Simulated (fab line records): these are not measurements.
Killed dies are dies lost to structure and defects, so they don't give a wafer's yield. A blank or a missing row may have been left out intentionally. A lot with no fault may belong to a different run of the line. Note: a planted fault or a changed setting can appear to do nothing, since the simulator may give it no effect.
fab line records	flow berkeleyCmos170
record: lots: 15	wafers: 45	lastDay: 13
route steps=331 shown GATE@131 BACKSIDE@202 CONTACT@235 V1@266
lots that met no fault: taken from a fault-free run of the same line
startH: start of the lot's first displayed wafer, in hours after the record's first day	waitH: how many hours have passed since the lot's step before this one	" same as the row above	L1.1+2: several wafers, shown together as one row	- no value, or no start was given	* or withheld: withheld	< > ~ a bound
route shown NAME@n: names a module that has steps shown in the file, with the first one's number in the route	usual: average and standard deviation across the fault-free wafers	same: alike in all rows	chamber/n: place in a boat	sites: per-site readings	_std_site: how widely they spread, as a standard deviation	_edge_site: inner sites' mean taken away from outer sites' mean	radiusMm: how far each site lies from the wafer's centre	mask NAME#n: copy n	behind: the last tool/chamber to shape the wafer	hold: what put the lot on hold/how long, in hours/how the hold closed	device: whichever transistor did not switch (one of n, p or np)	end of line: at the end of the route, the tests of the same wafers	step lacking rows: just its recipe	killed: dies that structure and defects cost at the first sort, which is not the same as the wafer's yield	map: dies across one wafer; x = killed, . = not, _ = none there
set.NAME: the run value of the setting; set.NAME@STEP: its run value at that earlier step	model.NAME: the simulator's own value behind a step, which no gauge read
one table for each step of the route and one row for each wafer, over a sample of lots
services: from which hour (startH, from the record's first day; less than 0 if before it) a tool's chamber was out of use, for how many hours, and why
== steps ==
step: UCB170_GATE_THK_MEAS_05
recipe: reads: poly-Si_of_GATE_CVD_04
usual: GATE_POLY_THK: 213.7/1.7
lot.wafer	tool	chamber	startH	waitH	GATE_POLY_THK[nm]
L888.3	filmMetro-02	-	152.41	0.1	215.7
L888.4	"	-	"	"	215.5
L888.5	"	-	"	"	215.4
L887.2	filmMetro-02	-	152.46	0.1	216.3
L887.4	"	-	"	"	218.1
L887.6	"	-	"	"	218.0
L885.2	filmMetro-02	-	152.52	0.2	213.1
L885.5	"	-	"	"	214.5
L885.6	"	-	"	"	212.7
L889.1	filmMetro-01	-	168.90	0.0	213.1
L889.4	"	-	"	"	213.8
L889.5	"	-	"	"	213.6
L892.4	filmMetro-01	-	191.02	0.0	213.4
L892.5	"	-	"	"	212.5
L892.6	"	-	"	"	212.8
L895.1	filmMetro-01	-	197.24	0.0	214.1
L895.5	"	-	"	"	215.1
L895.6	"	-	"	"	214.7
L896.1	filmMetro-03	-	197.24	0.0	210.1
L896.2	"	-	"	"	212.2
L896.5	"	-	"	"	212.2
L894.1	filmMetro-02	-	230.28	0.0	213.0
L894.2	"	-	"	"	211.1
L894.3	"	-	"	"	211.7
L901.1	filmMetro-02	-	236.00	0.0	213.0
L901.3	"	-	"	"	213.2
L901.6	"	-	"	"	211.6
L902.1	filmMetro-01	-	236.00	0.0	213.8
L902.3	"	-	"	"	213.8
L902.4	"	-	"	"	213.7
L900.3	filmMetro-03	-	236.02	0.0	215.1
L900.4	"	-	"	"	214.4
L900.6	"	-	"	"	215.6
L907.1	filmMetro-02	-	261.72	0.0	213.6
L907.3	"	-	"	"	212.0
L907.4	"	-	"	"	211.5
L905.2	filmMetro-03	-	261.73	0.0	210.3
L905.4	"	-	"	"	210.8
L905.5	"	-	"	"	209.3
L904.2	filmMetro-01	-	261.74	0.0	213.1
L904.3	"	-	"	"	213.6
L904.5	"	-	"	"	214.0
L906.1	filmMetro-02	-	261.78	0.1	215.6
L906.2	"	-	"	"	212.0
L906.3	"	-	"	"	214.1
step: UCB170_BACKSIDE_STRIP_03
recipe: chemistry: O2	powerW: 400	pressureMtorr: 3500	platenTempC: withheld	o2FlowSccm: 400	overashFraction: 0.5
usual: chamberPressureMTorr: 3500/3.3	drypumpMotorCurrentA: 5.7/0.49	oesProductAu: 0.734/0.0043	stripTimeToEndpointS: 22.00/0.05
same: overashFraction: 0.5
lot.wafer	tool	chamber	startH	waitH	chamberPressureMTorr	drypumpMotorCurrentA	oesProductAu	rfHoursCounterH	stripTimeToEndpointS
L888.3	plasmaAsher-02	1	169.57	0.1	3505	6.5	0.727	-	22.11
L888.4	"	0	"	"	3503	5.2	0.734	-	22.00
L888.5	"	1	"	"	3499	6.6	0.728	-	22.02
L887.2	plasmaAsher-03	1	169.81	0.1	3501	5.6	0.720	33	21.96
L887.4	"	1	"	"	3507	5.6	0.733	-	22.04
L887.6	"	1	"	"	3501	5.6	0.737	-	21.96
L885.2	plasmaAsher-02	0	170.50	0.1	3504	5.2	0.737	47	22.02
L885.5	"	0	"	"	3500	5.2	0.737	-	22.00
L885.6	"	1	"	"	3502	6.6	0.731	-	22.00
L889.1	plasmaAsher-02	1	189.07	0.1	3504	6.5	0.738	51	21.99
L889.4	"	0	"	"	3500	5.2	0.743	-	22.02
L889.5	"	0	"	"	3501	5.2	0.733	-	22.02
L892.4	plasmaAsher-02	1	210.01	0.1	3499	6.6	0.737	-	22.02
L892.5	"	1	"	"	3495	6.6	0.744	-	21.94
L892.6	"	0	"	"	3502	5.2	0.731	-	21.95
L895.1	plasmaAsher-02	0	210.25	0.1	3497	5.2	0.734	54	22.02
L895.5	"	1	"	"	3501	6.5	0.737	-	22.12
L895.6	"	0	"	"	3501	5.2	0.741	-	21.97
L896.1	plasmaAsher-04	1	217.85	0.1	3502	5.7	0.731	2	21.96
L896.2	"	0	"	"	3502	5.4	0.733	2	21.97
L896.5	"	0	"	"	3495	5.4	0.735	-	21.97
L894.1	plasmaAsher-02	0	244.43	0.1	3492	5.2	0.735	58	22.03
L894.2	"	1	"	"	3502	6.5	0.734	58	22.03
L894.3	"	0	"	"	3497	5.3	0.734	-	22.07
L902.1	plasmaAsher-03	0	252.70	0.1	3504	5.4	0.736	42	22.04
L902.3	"	0	"	"	3498	5.4	0.725	-	22.05
L902.4	"	1	"	"	3492	5.6	0.738	-	21.97
L901.1	plasmaAsher-02	0	252.98	0.1	3499	5.2	0.732	59	21.97
L901.3	"	1	"	"	3497	6.5	0.737	-	21.98
L901.6	"	0	"	"	3502	5.2	0.729	-	22.02
L900.3	plasmaAsher-03	1	253.42	0.1	3505	5.6	0.737	-	21.91
L900.4	"	0	"	"	3503	5.4	0.737	-	21.90
L900.6	"	0	"	"	3506	5.4	0.735	-	21.88
L907.1	plasmaAsher-03	0	280.16	0.1	3506	5.4	0.728	45	22.04
L907.3	"	0	"	"	3502	5.4	0.730	-	22.04
L907.4	"	1	"	"	3503	5.6	0.728	-	22.03
L906.1	plasmaAsher-02	0	280.61	0.1	3497	5.2	0.734	62	22.06
L906.2	"	1	"	"	3494	6.6	0.741	62	21.96
L906.3	"	0	"	"	3508	5.2	0.730	-	22.08
L905.2	plasmaAsher-03	0	280.85	0.1	3501	5.4	0.739	45	22.07
L905.4	"	1	"	"	3502	5.6	0.727	-	22.09
L905.5	"	1	"	"	3496	5.6	0.743	-	22.11
L904.2	plasmaAsher-02	0	281.30	0.1	3503	5.3	0.726	62	22.06
L904.3	"	1	"	"	3500	6.6	0.735	-	21.92
L904.5	"	0	"	"	3505	5.2	0.728	-	21.94
step: UCB170_CONTACT_STRIP_19
recipe: chemistry: O2	powerW: 400	pressureMtorr: 3500	platenTempC: withheld	o2FlowSccm: 400	overashFraction: 0.5
usual: chamberPressureMTorr: 3500/3.4	drypumpMotorCurrentA: 5.7/0.38	oesProductAu: 0.726/0.0048	overashFraction: 0.5/0
lot.wafer	tool	chamber	startH	waitH	chamberPressureMTorr	drypumpMotorCurrentA	oesProductAu	overashFraction	rfHoursCounterH
L885.2	plasmaAsher-01	0	177.72	-	3495	5.5	0.719	0.5	51
L885.5	"	1	"	"	3500	5.8	0.724	0.5	-
L885.6	"	0	"	"	3498	5.5	0.725	0.5	-
L887.2	plasmaAsher-02	1	177.99	-	3498	6.5	0.722	0.5	49
L887.4	"	0	"	"	3500	5.3	0.719	0.5	-
L887.6	"	1	"	"	3495	6.6	0.730	0.5	-
L888.3	plasmaAsher-01	1	178.05	-	3496	5.7	0.718	0.5	-
L888.4	"	0	"	"	3501	5.5	0.737	0.5	-
L888.5	"	0	"	"	3501	5.5	0.733	0.5	-
L889.1	plasmaAsher-02	0	196.02	-	3500	5.2	0.724	0.5	52
L889.4	"	1	"	"	3504	6.5	0.727	0.5	-
L889.5	"	0	"	"	3500	5.2	0.724	0.5	-
L892.4	plasmaAsher-03	0	217.65	-	3502	5.4	0.728	0.5	-
L892.5	"	1	"	"	3498	5.6	0.720	0.5	-
L892.6	"	0	"	"	3496	5.4	0.726	0.5	-
L895.1	plasmaAsher-01	1	217.89	-	-	-	-	-	-
L895.5	"	0	"	"	-	-	-	-	-
L895.6	"	1	"	"	-	-	-	-	-
L896.1	plasmaAsher-02	1	223.21	-	-	-	-	-	-
L896.2	"	0	"	"	-	-	-	-	-
L896.5	"	1	"	"	-	-	-	-	-
L894.1	plasmaAsher-01	1	249.92	-	-	-	-	-	-
L894.2	"	0	"	"	-	-	-	-	-
L894.3	"	0	"	"	-	-	-	-	-
L902.1	plasmaAsher-02	1	259.68	-	3505	6.6	0.720	0.5	59
L902.3	"	0	"	"	3499	5.2	0.729	0.5	-
L902.4	"	1	"	"	3499	6.6	0.722	0.5	-
L901.1	plasmaAsher-03	1	261.71	-	3498	5.6	0.725	0.5	43
L901.3	"	0	"	"	3505	5.4	0.736	0.5	-
L901.6	"	0	"	"	3499	5.4	0.731	0.5	-
L900.3	plasmaAsher-01	1	262.26	-	3498	5.7	0.725	0.5	-
L900.4	"	0	"	"	3502	5.5	0.726	0.5	-
L900.6	"	0	"	"	3498	5.5	0.720	0.5	-
L906.1	plasmaAsher-01	1	288.41	-	3497	5.8	0.730	0.5	62
L906.2	"	0	"	"	3506	5.5	0.721	0.5	62
L906.3	"	1	"	"	3505	5.7	0.733	0.5	-
L907.1	plasmaAsher-03	1	288.65	-	3491	5.6	0.734	0.5	46
L907.3	"	0	"	"	3501	5.4	0.720	0.5	-
L907.4	"	1	"	"	3503	5.6	0.730	0.5	-
L905.2	plasmaAsher-01	1	288.77	-	3504	5.8	0.732	0.5	63
L905.4	"	0	"	"	3500	5.5	0.725	0.5	-
L905.5	"	1	"	"	3498	5.7	0.726	0.5	-
L904.2	plasmaAsher-01	1	288.95	-	3499	5.7	0.724	0.5	63
L904.3	"	0	"	"	3500	5.5	0.725	0.5	-
L904.5	"	1	"	"	3501	5.8	0.724	0.5	-
step: UCB170_V1_CD_MEAS_12
recipe: targetCdNm: 700
usual: cdNm: 700.4/1.5
lot.wafer	tool	chamber	startH	waitH	cdNm
L885.2	cdSem-01	-	183.17	-	698.7
L885.5	"	-	"	"	700.3
L885.6	"	-	"	"	698.4
L887.2	cdSem-02	-	184.43	-	700.8
L887.4	"	-	"	"	702.4
L887.6	"	-	"	"	700.7
L888.3	cdSem-01	-	184.68	-	700.3
L888.4	"	-	"	"	700.2
L888.5	"	-	"	"	702.0
L889.1	cdSem-02	-	202.02	-	702.8
L889.4	"	-	"	"	703.2
L889.5	"	-	"	"	702.9
L892.4	cdSem-02	-	224.47	-	700.3
L892.5	"	-	"	"	697.6
L892.6	"	-	"	"	698.7
L902.1	cdSem-02	-	266.01	-	699.4
L902.3	"	-	"	"	697.7
L902.4	"	-	"	"	699.1
L901.1	cdSem-02	-	269.42	-	701.6
L901.3	"	-	"	"	702.7
L901.6	"	-	"	"	702.5
L900.3	cdSem-01	-	270.21	-	698.3
L900.4	"	-	"	"	697.8
L900.6	"	-	"	"	698.1
L906.1	cdSem-02	-	293.81	-	699.6
L906.2	"	-	"	"	700.0
L906.3	"	-	"	"	699.9
L907.1	cdSem-02	-	295.36	-	700.3
L907.3	"	-	"	"	699.9
L907.4	"	-	"	"	700.7
L904.2	cdSem-02	-	295.84	-	698.7
L904.3	"	-	"	"	698.0
L904.5	"	-	"	"	698.0
L905.2	cdSem-01	-	300.76	-	698.2
L905.4	"	-	"	"	699.5
L905.5	"	-	"	"	699.0
== services ==
tool	chamber	startH	hours	kind
plasmaAsher-04	-	147.03	67.9	repair
plasmaAsher-03	-	163.89	3.9	repair
plasmaAsher-03	-	172.70	7.9	repair
plasmaAsher-04	-	199.70	1.4	repair
plasmaAsher-01	-	222.48	9.4	repair
plasmaAsher-01	-	273.88	2.3	repair
== key ==
firstSign: step: UCB170_CONTACT_STRIP_19	reading: toolRecord	direction: missing
effect none on later readings
metAt UCB170_CONTACT_STRIP_19
struckLots L894,L895,L896
laterRowsLeftOut L894.1,L894.2,L894.3,L895.1,L895.5,L895.6,L896.1,L896.2,L896.5
sortLeftOut L894.1,L894.2,L894.3,L895.1,L895.5,L895.6,L896.1,L896.2,L896.5
testerLeftOut L894,L895,L896
notActingAt UCB170_GATE_THK_MEAS_05,UCB170_BACKSIDE_STRIP_03,UCB170_V1_CD_MEAS_12
onsetBetween 196.02 217.89
fault: kind: skippedStepWhole	tool: plasmaAsher-01,plasmaAsher-02	chamber: -	onsetH: 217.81	steps: UCB170_CONTACT_STRIP_19	scope: struckLotsOnly
testerLeftOut: of these lots the tester's yield and bins aren't shown, on N5 and GAA mostly nor the transistor test; their killed dies are dies lost to structure and defects alone, not to doping, threshold or leakage, so they don't give the yield
sortLeftOut: the simulated sort isn't trusted on such a fault, so these wafers' sort isn't shown, and their yield isn't known
laterRowsLeftOut: the simulator's readings of these wafers behind a module that went badly wrong aren't trusted and aren't shown, but for the sort
